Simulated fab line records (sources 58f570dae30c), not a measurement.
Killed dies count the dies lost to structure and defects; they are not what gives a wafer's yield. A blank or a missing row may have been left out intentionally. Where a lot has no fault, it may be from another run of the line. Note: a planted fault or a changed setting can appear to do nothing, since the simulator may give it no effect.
fab line records	flow berkeley_cmos170	part 1 of 2: steps 1 to 28 of 37
[record] lots = 5	wafers = 15	last_day = 13
route steps=331 shown BACKSIDE@203 SDANNEAL@204 PSD@206 NSD@207 PLDD@208 NLDD@209 SILICIDE@210 CONTACT@216 M1@238
lots with no fault: from the same line, run without faults
start_h: start of the lot's first displayed wafer, in hours after the record's first day	wait_h: time in hours since the lot's previous step	" as in the row above	L1.1+2: a single row standing in for several wafers	- no value present, or no start provided	* or withheld: withheld	< > ~ a bound
route shown NAME@n: a module of which the file shows steps, and the number in the route of the first	usual: the fault-free wafers' mean and standard deviation	same: alike in all rows	chamber/n: place in a boat	sites: readings site by site	_std_site: their standard deviation	_edge_site: the outer-site mean with the inner-site mean subtracted	radius_mm: for every site, how far away it sits from the centre of the wafer	mask NAME#n: copy n	behind: tool/chamber where the wafer was last shaped	hold: the reason the lot was held/the length of the hold in hours/how it ended	device: the transistor (n, p or np) that didn't switch	end of line: the tests these same wafers got at the end of their route	a step without rows: its recipe alone	killed: not the wafer's yield, but the dies lost to structure and defects at the first sort	map: a wafer's dies, x killed, . not, _ none there
set.NAME: the setting as run; set.NAME@STEP: as run at that earlier step	model.NAME: the simulator's own value behind a step, which no gauge read
lots at some steps of the route; a table a step, a row a wafer
services: from which hour (start_h, from the record's first day; less than 0 if before it) a tool's chamber was out of use, for how many hours, and why
[[steps]]
[step UCB170_BACKSIDE_CLEAN_04]
[recipe] chemistry = SPM	temp_c = 120	time_s = 600
[usual] bath_guard_temp_C = 120.3/0.48
lot.wafer	tool	chamber	start_h	wait_h	bath_guard_temp_C
L081.1	wet_bench-01	3	201.80	0.3	120.6
L081.3	"	3	"	"	120.3
L081.4	"	3	"	"	120.1
L080.1	wet_bench-01	1	201.97	0.1	120.8
L080.3	"	1	"	"	121.1
L080.4	"	1	"	"	120.9
L085.1	wet_bench-02	3	220.04	0.2	120.0
L085.2	"	3	"	"	120.2
L085.3	"	3	"	"	119.8
L093.3	wet_bench-03	3	278.27	0.2	120.4
L093.4	"	3	"	"	120.4
L093.5	"	3	"	"	120.2
L095.2	wet_bench-02	2	290.26	3.3	120.3
L095.4	"	2	"	"	120.1
L095.6	"	2	"	"	119.8
[step UCB170_SDANNEAL_RTA_00]
[recipe] temp_c = 900	time_s = 10	ambient = N2
[usual] chamber_o2_ppm = 2.004/0.019	lamp_power_pct = 26.0/0.99	wafer_temp_C_max = 903.4/0.94
lot.wafer	tool	chamber	start_h	wait_h	chamber_o2_ppm	lamp_power_pct	wafer_temp_C_max
L081.1	rtp_anneal-01	0	201.97	0.0	2.012	27.1	903.3
L081.3	"	0	"	"	1.977	27.0	905.7
L081.4	"	0	"	"	1.998	27.1	903.8
L080.1	rtp_anneal-02	0	202.15	0.0	1.980	25.1	902.5
L080.3	"	0	"	"	1.999	25.1	902.5
L080.4	"	0	"	"	1.994	25.1	902.1
L085.1	rtp_anneal-01	0	220.22	0.0	1.991	27.1	904.3
L085.2	"	0	"	"	2.017	27.1	902.8
L085.3	"	0	"	"	2.006	27.1	904.2
L093.3	rtp_anneal-02	0	278.47	0.0	1.995	25.1	902.1
L093.4	"	0	"	"	2.004	25.1	903.8
L093.5	"	0	"	"	2.036	25.1	902.7
L095.2	rtp_anneal-02	0	290.44	0.0	1.972	25.1	903.1
L095.4	"	0	"	"	2.000	25.1	903.1
L095.6	"	0	"	"	1.983	25.0	903.2
[step UCB170_SDANNEAL_RTA_01]
[recipe] temp_c = 1050	time_s = 5	ambient = N2
[usual] chamber_o2_ppm = 1.998/0.025	lamp_power_pct = 40.1/1.5	wafer_temp_C_max = 1053.8/1
lot.wafer	tool	chamber	start_h	wait_h	chamber_o2_ppm	lamp_power_pct	wafer_temp_C_max
L081.1	rtp_anneal-01	0	202.04	0.1	1.977	41.8	1053.5
L081.3	"	0	"	"	1.992	41.8	1054.5
L081.4	"	0	"	"	1.957	41.8	1054.6
L080.1	rtp_anneal-02	0	202.21	0.1	1.997	38.8	1052.4
L080.3	"	0	"	"	1.956	38.7	1053.4
L080.4	"	0	"	"	1.986	38.7	1053.8
L085.1	rtp_anneal-01	0	220.29	0.1	2.031	41.8	1055.2
L085.2	"	0	"	"	2.011	41.8	1053.8
L085.3	"	0	"	"	2.013	41.8	1053.5
L093.3	rtp_anneal-02	0	278.53	0.1	1.992	38.7	1053.3
L093.4	"	0	"	"	1.987	38.7	1053.1
L093.5	"	0	"	"	1.980	38.7	1053.4
L095.2	rtp_anneal-02	0	290.51	0.1	1.968	38.7	1051.9
L095.4	"	0	"	"	1.957	38.7	1053.0
L095.6	"	0	"	"	1.921	38.7	1053.1
[step UCB170_SDANNEAL_RS_MEAS_02]
[recipe] thk_meas_gauge = four-point-probe
[usual] PSD_RS = 75.6/0.34
lot.wafer	tool	chamber	start_h	wait_h	PSD_RS[ohm/sq]
L081.1	film_metro-04	-	202.10	0.0	75.7
L081.3	"	-	"	"	75.9
L081.4	"	-	"	"	75.6
L080.1	film_metro-03	-	202.27	0.0	75.3
L080.3	"	-	"	"	75.6
L080.4	"	-	"	"	75.4
L085.1	film_metro-02	-	220.34	0.0	75.9
L085.2	"	-	"	"	76.3
L085.3	"	-	"	"	76.1
L093.3	film_metro-03	-	278.61	0.1	74.4
L093.4	"	-	"	"	74.9
L093.5	"	-	"	"	75.0
L095.2	film_metro-04	-	290.58	0.1	76.1
L095.4	"	-	"	"	75.7
L095.6	"	-	"	"	75.6
[step UCB170_SDANNEAL_RS_MEAS_03]
[recipe] thk_meas_gauge = four-point-probe
[usual] NSD_RS = 37.66/0.093
lot.wafer	tool	chamber	start_h	wait_h	NSD_RS[ohm/sq]
L081.1	film_metro-04	-	202.22	0.1	37.77
L081.3	"	-	"	"	37.85
L081.4	"	-	"	"	37.89
L080.1	film_metro-03	-	202.39	0.1	37.70
L080.3	"	-	"	"	37.62
L080.4	"	-	"	"	37.68
L085.1	film_metro-02	-	220.46	0.1	37.67
L085.2	"	-	"	"	37.62
L085.3	"	-	"	"	37.75
L093.3	film_metro-03	-	278.73	0.1	37.57
L093.4	"	-	"	"	37.60
L093.5	"	-	"	"	37.56
L095.2	film_metro-04	-	290.70	0.1	37.71
L095.4	"	-	"	"	37.63
L095.6	"	-	"	"	37.80
[step UCB170_SDANNEAL_RS_MEAS_04]
[recipe] thk_meas_gauge = four-point-probe
[usual] PLDD_RS = 1031.9/2.9
lot.wafer	tool	chamber	start_h	wait_h	PLDD_RS[ohm/sq]
L081.1	film_metro-04	-	202.34	0.1	1032.0
L081.3	"	-	"	"	1033.3
L081.4	"	-	"	"	1030.7
L080.1	film_metro-03	-	202.51	0.1	1024.3
L080.3	"	-	"	"	1028.1
L080.4	"	-	"	"	1029.2
L085.1	film_metro-02	-	220.58	0.1	1030.2
L085.2	"	-	"	"	1030.7
L085.3	"	-	"	"	1029.5
L093.3	film_metro-03	-	278.85	0.1	1029.4
L093.4	"	-	"	"	1033.8
L093.5	"	-	"	"	1033.0
L095.2	film_metro-04	-	290.82	0.1	1031.4
L095.4	"	-	"	"	1034.3
L095.6	"	-	"	"	1030.9
[step UCB170_SDANNEAL_RS_MEAS_05]
[recipe] thk_meas_gauge = four-point-probe
[usual] NLDD_RS = 616.3/1.6
lot.wafer	tool	chamber	start_h	wait_h	NLDD_RS[ohm/sq]
L081.1	film_metro-04	-	202.46	0.1	616.3
L081.3	"	-	"	"	618.8
L081.4	"	-	"	"	617.0
L080.1	film_metro-03	-	202.63	0.1	614.3
L080.3	"	-	"	"	615.2
L080.4	"	-	"	"	614.1
L085.1	film_metro-02	-	220.70	0.1	614.8
L085.2	"	-	"	"	616.7
L085.3	"	-	"	"	615.3
L093.3	film_metro-03	-	278.97	0.1	617.0
L093.4	"	-	"	"	616.5
L093.5	"	-	"	"	617.9
L095.2	film_metro-04	-	290.94	0.1	616.5
L095.4	"	-	"	"	618.0
L095.6	"	-	"	"	617.7
[step UCB170_SILICIDE_PRE_CLEAN_00]
[recipe] gas = Ar	preclean_etch_time_s = 60
lot.wafer	tool	chamber	start_h	wait_h
L081.1+3+4	pvd_sputter-04	-	202.58	0.1
L080.1+3+4	pvd_sputter-01	-	202.75	0.1
L085.1+2+3	pvd_sputter-03	-	220.82	0.1
L093.3+4+5	pvd_sputter-01	-	279.05	0.1
L095.2+4+6	pvd_sputter-01	-	291.04	0.1
[step UCB170_SILICIDE_SPUTTER_01]
[recipe] material = Ti	target_thk_nm = 30	time_s = 25	power_w = 1500	chamber_pressure_pa = 0.5
[usual] throttle_valve_pct = 30.3/1.3
lot.wafer	tool	chamber	start_h	wait_h	throttle_valve_pct
L081.1	pvd_sputter-04	-	202.64	0.0	28.4
L081.3	"	-	"	"	30.5
L081.4	"	-	"	"	32.2
L080.1	pvd_sputter-01	-	202.82	0.0	32.0
L080.3	"	-	"	"	30.6
L080.4	"	-	"	"	28.1
L085.1	pvd_sputter-03	-	220.89	0.0	29.9
L085.2	"	-	"	"	28.8
L085.3	"	-	"	"	30.5
L093.3	pvd_sputter-01	-	279.12	0.0	30.6
L093.4	"	-	"	"	30.7
L093.5	"	-	"	"	30.9
L095.2	pvd_sputter-01	-	291.10	0.0	31.9
L095.4	"	-	"	"	30.7
L095.6	"	-	"	"	27.9
[step UCB170_SILICIDE_RS_MEAS_02]
[recipe] thk_meas_gauge = four-point-probe	reads = Ti_of_SILICIDE_SPUTTER_01
[usual] SILICIDE_TI_RS = 25.9/0.41
lot.wafer	tool	chamber	start_h	wait_h	SILICIDE_TI_RS[ohm/sq]
L081.1	film_metro-01	-	202.68	0.0	26.1
L081.3	"	-	"	"	26.8
L081.4	"	-	"	"	25.8
L080.1	film_metro-03	-	202.85	0.0	26.1
L080.3	"	-	"	"	26.2
L080.4	"	-	"	"	25.8
L085.1	film_metro-03	-	220.92	0.0	25.5
L085.2	"	-	"	"	25.9
L085.3	"	-	"	"	26.1
L093.3	film_metro-04	-	279.19	0.1	26.0
L093.4	"	-	"	"	25.5
L093.5	"	-	"	"	25.4
L095.2	film_metro-01	-	291.15	0.0	25.5
L095.4	"	-	"	"	25.5
L095.6	"	-	"	"	25.7
[step UCB170_SILICIDE_THK_MEAS_03]
[recipe] thk_meas_gauge = xrf	reads = Ti_of_SILICIDE_SPUTTER_01
[usual] SILICIDE_TI_THK = 30.1/0.49
lot.wafer	tool	chamber	start_h	wait_h	SILICIDE_TI_THK[nm]
L081.1	film_metro-01	-	202.80	0.1	29.8
L081.3	"	-	"	"	29.1
L081.4	"	-	"	"	30.3
L080.1	film_metro-03	-	202.97	0.1	29.7
L080.3	"	-	"	"	29.6
L080.4	"	-	"	"	30.0
L085.1	film_metro-03	-	221.04	0.1	30.3
L085.2	"	-	"	"	30.1
L085.3	"	-	"	"	29.7
L093.3	film_metro-04	-	279.29	0.1	30.6
L093.4	"	-	"	"	30.9
L093.5	"	-	"	"	31.1
L095.2	film_metro-01	-	291.26	0.1	30.6
L095.4	"	-	"	"	30.6
L095.6	"	-	"	"	30.3
[step UCB170_SILICIDE_RTA_04]
[recipe] temp_c = 650	time_s = 15	ambient = N2
[usual] chamber_o2_ppm = 1.998/0.021	lamp_power_pct = 11.2/0.42	wafer_temp_C_max = 652.6/0.74
lot.wafer	tool	chamber	start_h	wait_h	chamber_o2_ppm	lamp_power_pct	wafer_temp_C_max
L081.1	rtp_anneal-02	0	202.86	0.1	1.991	10.7	652.5
L081.3	"	0	"	"	1.997	10.7	651.7
L081.4	"	0	"	"	1.996	10.7	651.5
L080.1	rtp_anneal-01	0	203.03	0.1	2.026	11.6	653.8
L080.3	"	0	"	"	2.040	11.6	653.4
L080.4	"	0	"	"	2.014	11.6	653.8
L085.1	rtp_anneal-02	0	221.10	0.1	2.020	10.8	652.0
L085.2	"	0	"	"	1.995	10.7	651.9
L085.3	"	0	"	"	2.009	10.8	651.4
L093.3	rtp_anneal-01	0	279.35	0.1	2.008	11.6	653.2
L093.4	"	0	"	"	2.030	11.6	653.2
L093.5	"	0	"	"	1.982	11.6	652.1
L095.2	rtp_anneal-01	0	291.33	0.1	2.007	11.6	652.8
L095.4	"	0	"	"	1.979	11.6	653.5
L095.6	"	0	"	"	1.966	11.6	653.2
[step UCB170_SILICIDE_WET_ETCH_05]
[recipe] chemistry = SPM	time_s = 45	temp_c = 120	target = Ti
[usual] bath_guard_temp_C = 120.0/0.44
lot.wafer	tool	chamber	start_h	wait_h	bath_guard_temp_C
L081.1	wet_bench-01	2	202.93	0.1	118.9
L081.3	"	2	"	"	119.6
L081.4	"	2	"	"	119.9
L080.1	wet_bench-01	3	203.13	0.1	120.7
L080.3	"	3	"	"	120.3
L080.4	"	3	"	"	120.2
L085.1	wet_bench-01	2	221.18	0.1	119.2
L085.2	"	2	"	"	119.0
L085.3	"	2	"	"	119.3
L093.3	wet_bench-02	3	281.64	2.3	119.9
L093.4	"	3	"	"	119.9
L093.5	"	3	"	"	120.0
L095.2	wet_bench-02	0	291.49	0.2	119.6
L095.4	"	0	"	"	119.5
L095.6	"	0	"	"	120.1
[step UCB170_CONTACT_CLEAN_00]
[recipe] chemistry = SPM	temp_c = 120	time_s = 600
[usual] bath_guard_temp_C = 120.1/0.51
lot.wafer	tool	chamber	start_h	wait_h	bath_guard_temp_C
L081.1	wet_bench-01	1	202.95	0.0	120.9
L081.3	"	1	"	"	120.6
L081.4	"	1	"	"	120.6
L080.1	wet_bench-01	2	203.15	0.0	119.7
L080.3	"	2	"	"	119.3
L080.4	"	2	"	"	119.1
L085.1	wet_bench-02	2	221.20	0.0	119.8
L085.2	"	2	"	"	119.8
L085.3	"	2	"	"	119.9
L093.3	wet_bench-02	2	281.68	0.0	120.1
L093.4	"	2	"	"	120.2
L093.5	"	2	"	"	120.1
L095.2	wet_bench-02	3	291.69	0.2	120.0
L095.4	"	3	"	"	119.9
L095.6	"	3	"	"	120.2
[step UCB170_CONTACT_CVD_01]
[recipe] material = PSG	target_thk_nm = 700	temp_c = 450	precursor = SiH4/O2/PH3	time_s = 2820	pressure_mtorr = 300	sih4_flow_sccm = 60	o2_flow_sccm = 90	ph3_flow_sccm = 25
lot.wafer	tool	chamber	start_h	wait_h
L080.1+3+4	lpcvd-02	0	204.56	1.2
L081.1+3+4	lpcvd-02	1	204.56	1.4
L085.1+2+3	lpcvd-01	0	221.37	0.0
L093.3+4+5	lpcvd-02	0	281.86	0.0
L095.2+4+6	lpcvd-02	1	293.64	1.8
[step UCB170_CONTACT_THK_MEAS_02]
[recipe] reads = PSG_of_CONTACT_CVD_01
[usual] CONTACT_PSG_THK = 700/6.6
lot.wafer	tool	chamber	start_h	wait_h	CONTACT_PSG_THK[nm]
L080.1	film_metro-02	-	206.34	0.0	699
L080.3	"	-	"	"	703
L080.4	"	-	"	"	692
L081.1	film_metro-01	-	206.34	0.0	700
L081.3	"	-	"	"	706
L081.4	"	-	"	"	701
L085.1	film_metro-01	-	223.16	0.0	696
L085.2	"	-	"	"	701
L085.3	"	-	"	"	696
L093.3	film_metro-02	-	283.66	0.0	722
L093.4	"	-	"	"	713
L093.5	"	-	"	"	714
L095.2	film_metro-01	-	295.43	0.0	697
L095.4	"	-	"	"	704
L095.6	"	-	"	"	701
[step UCB170_CONTACT_HMDS_03]
[recipe] prime_time_s = 60	prime_temp_c = 100
[usual] prime_temp_c = 100.03/0.13
lot.wafer	tool	chamber	start_h	wait_h	prime_temp_c
L080.1	litho_track-03	0	206.40	0.1	99.95
L080.3	"	0	"	"	99.97
L080.4	"	0	"	"	99.87
L081.1	litho_track-02	0	206.40	0.1	100.47
L081.3	"	0	"	"	100.30
L081.4	"	0	"	"	100.27
L085.1	litho_track-01	0	223.22	0.1	99.85
L085.2	"	0	"	"	100.18
L085.3	"	0	"	"	100.04
L093.3	litho_track-03	0	283.92	0.2	100.21
L093.4	"	0	"	"	99.96
L093.5	"	0	"	"	99.96
L095.2	litho_track-01	0	295.82	0.4	100.03
L095.4	"	0	"	"	100.23
L095.6	"	0	"	"	99.90
[step UCB170_CONTACT_COAT_04]
[recipe] resist = KrF	spin_rpm = 1500	resist_thk_nm = 900
lot.wafer	tool	chamber	start_h	wait_h
L080.1+3+4	litho_track-03	0	206.55	0.1
L081.1+3+4	litho_track-02	0	206.55	0.1
L085.1+2+3	litho_track-01	0	223.37	0.1
L093.3+4+5	litho_track-03	0	284.07	0.1
L095.2+4+6	litho_track-01	0	295.97	0.1
[step UCB170_CONTACT_SOFTBAKE_05]
[recipe] resist = KrF	temp_c = 130	time_s = 60
lot.wafer	tool	chamber	start_h	wait_h
L080.1+3+4	litho_track-03	0	206.70	0.1
L081.1+3+4	litho_track-02	0	206.70	0.1
L085.1+2+3	litho_track-01	0	223.52	0.1
L093.3+4+5	litho_track-03	0	284.22	0.1
L095.2+4+6	litho_track-01	0	296.12	0.1
[step UCB170_CONTACT_STRIP_06]
[recipe] chemistry = O2	power_w = 400	pressure_mtorr = 3500	platen_temp_c = withheld	o2_flow_sccm = 400	overash_fraction = 0.5
[usual] drypump_motor_current_A = 6.1/0.49	oes_product_au = 0.735/0.004	strip_time_to_endpoint_s = 22.01/0.05
lot.wafer	tool	chamber	start_h	wait_h	drypump_motor_current_A	oes_product_au	rf_hours_counter_h	strip_time_to_endpoint_s
L080.1	plasma_asher-01	1	206.85	0.1	5.2	0.737	45	22.01
L080.3	"	1	"	"	5.2	0.733	-	22.12
L080.4	"	0	"	"	6.3	0.729	-	22.05
L081.1	plasma_asher-02	0	206.85	0.1	5.7	0.741	50	21.98
L081.3	"	0	"	"	5.8	0.744	-	21.97
L081.4	"	1	"	"	6.6	0.740	-	22.02
L085.1	plasma_asher-01	1	223.67	0.1	5.2	0.739	47	21.96
L085.2	"	0	"	"	6.3	0.737	47	22.03
L085.3	"	1	"	"	5.1	0.732	-	22.02
L093.3	plasma_asher-04	1	284.35	0.1	6.1	0.734	-	21.97
L093.4	"	0	"	"	6.5	0.729	-	21.99
L093.5	"	1	"	"	6.1	0.733	-	22.00
L095.2	plasma_asher-04	1	296.25	0.1	6.1	0.741	13	21.97
L095.4	"	1	"	"	6.1	0.732	-	22.02
L095.6	"	0	"	"	6.5	0.732	-	21.99
[step UCB170_CONTACT_CLEAN_07]
[recipe] chemistry = SPM	temp_c = 120	time_s = 600
[usual] bath_guard_temp_C = 120.1/0.48
lot.wafer	tool	chamber	start_h	wait_h	bath_guard_temp_C
L080.1	wet_bench-02	2	207.10	0.2	120.0
L080.3	"	2	"	"	120.0
L080.4	"	2	"	"	119.8
L081.1	wet_bench-02	3	207.10	0.2	119.9
L081.3	"	3	"	"	120.1
L081.4	"	3	"	"	119.8
L085.1	wet_bench-01	0	223.77	0.1	119.7
L085.2	"	0	"	"	119.7
L085.3	"	0	"	"	119.7
L093.3	wet_bench-02	0	284.55	0.2	119.7
L093.4	"	0	"	"	119.7
L093.5	"	0	"	"	119.7
L095.2	wet_bench-01	1	298.23	2.0	120.5
L095.4	"	1	"	"	120.8
L095.6	"	1	"	"	120.7
[step UCB170_CONTACT_RTA_08]
[recipe] temp_c = 900	time_s = 10	ambient = N2
[usual] chamber_o2_ppm = 1.998/0.02	lamp_power_pct = 26.2/0.98	wafer_temp_C_max = 903.5/0.81
lot.wafer	tool	chamber	start_h	wait_h	chamber_o2_ppm	lamp_power_pct	wafer_temp_C_max
L080.1	rtp_anneal-01	0	207.30	0.0	2.009	27.1	904.7
L080.3	"	0	"	"	2.019	27.1	903.7
L080.4	"	0	"	"	2.023	27.1	903.3
L081.1	rtp_anneal-02	0	207.30	0.0	2.014	25.0	903.6
L081.3	"	0	"	"	1.972	25.1	904.0
L081.4	"	0	"	"	1.996	25.1	902.8
L085.1	rtp_anneal-01	0	223.96	0.0	2.004	27.1	905.1
L085.2	"	0	"	"	1.967	27.0	905.0
L085.3	"	0	"	"	2.030	27.1	903.4
L093.3	rtp_anneal-02	0	284.75	0.0	2.000	25.1	902.9
L093.4	"	0	"	"	2.016	25.1	902.6
L093.5	"	0	"	"	1.966	25.1	902.7
L095.2	rtp_anneal-02	0	298.43	0.0	1.965	25.1	902.6
L095.4	"	0	"	"	1.986	25.1	902.7
L095.6	"	0	"	"	1.976	25.1	903.2
[step UCB170_CONTACT_COAT_09]
[recipe] resist = BARC	temp_c = withheld	time_s = withheld	spin_rpm = 3000	resist_thk_nm = withheld
lot.wafer	tool	chamber	start_h	wait_h
L080.1+3+4	litho_track-01	0	207.36	0.1
L081.1+3+4	litho_track-03	0	207.55	0.2
L085.1+2+3	litho_track-01	0	224.02	0.1
L093.3+4+5	litho_track-02	0	285.09	0.3
L095.2+4+6	litho_track-02	0	298.82	0.4
[step UCB170_CONTACT_COAT_10]
[recipe] resist = KrF	spin_rpm = 1500	resist_thk_nm = 900
lot.wafer	tool	chamber	start_h	wait_h
L080.1+3+4	litho_track-01	0	-	-
L081.1+3+4	litho_track-03	0	-	-
L085.1+2+3	litho_track-01	0	-	-
L093.3+4+5	litho_track-02	0	-	-
L095.2+4+6	litho_track-02	0	-	-
[step UCB170_CONTACT_SOFTBAKE_11]
[recipe] resist = KrF	temp_c = 130	time_s = 60
lot.wafer	tool	chamber	start_h	wait_h
L080.1+3+4	litho_track-01	0	-	-
L081.1+3+4	litho_track-03	0	-	-
L085.1+2+3	litho_track-01	0	-	-
L093.3+4+5	litho_track-02	0	-	-
L095.2+4+6	litho_track-02	0	-	-
[step UCB170_CONTACT_EXPOSE_12]
[recipe] mask_id = CONT	target_cd_nm = 700	na = 0.5	sigma_outer = 0.6	source_shape = conventional	dose_mj = 35
lot.wafer	tool	chamber	start_h	wait_h	mask
L080.1+3+4	krf_scanner-01	0	207.81	-	CONT#0
L081.1+3+4	krf_scanner-02	0	208.12	-	CONT#0
L085.1+2+3	krf_scanner-01	0	224.69	-	CONT#0
L093.3+4+5	krf_scanner-01	0	285.53	-	CONT#0
L095.2+4+6	krf_scanner-02	0	299.27	-	CONT#0
[step UCB170_CONTACT_PEB_13]
[recipe] peb_temp_c = 130	peb_time_s = withheld	resist = KrF
lot.wafer	tool	chamber	start_h	wait_h
L080.1+3+4	litho_track-01	0	208.71	0.9
L081.1+3+4	litho_track-03	0	208.90	0.8
L085.1+2+3	litho_track-01	0	224.81	0.1
L093.3+4+5	litho_track-01	0	285.69	0.1
L095.2+4+6	litho_track-03	0	299.55	0.3
[step UCB170_CONTACT_DEVELOP_14]
[recipe] developer = TMAH	develop_time_s = 45	resist = KrF	dev_temp_c = 21
lot.wafer	tool	chamber	start_h	wait_h
L080.1+3+4	litho_track-01	0	-	-
L081.1+3+4	litho_track-03	0	-	-
L085.1+2+3	litho_track-01	0	-	-
L093.3+4+5	litho_track-01	0	-	-
L095.2+4+6	litho_track-03	0	-	-
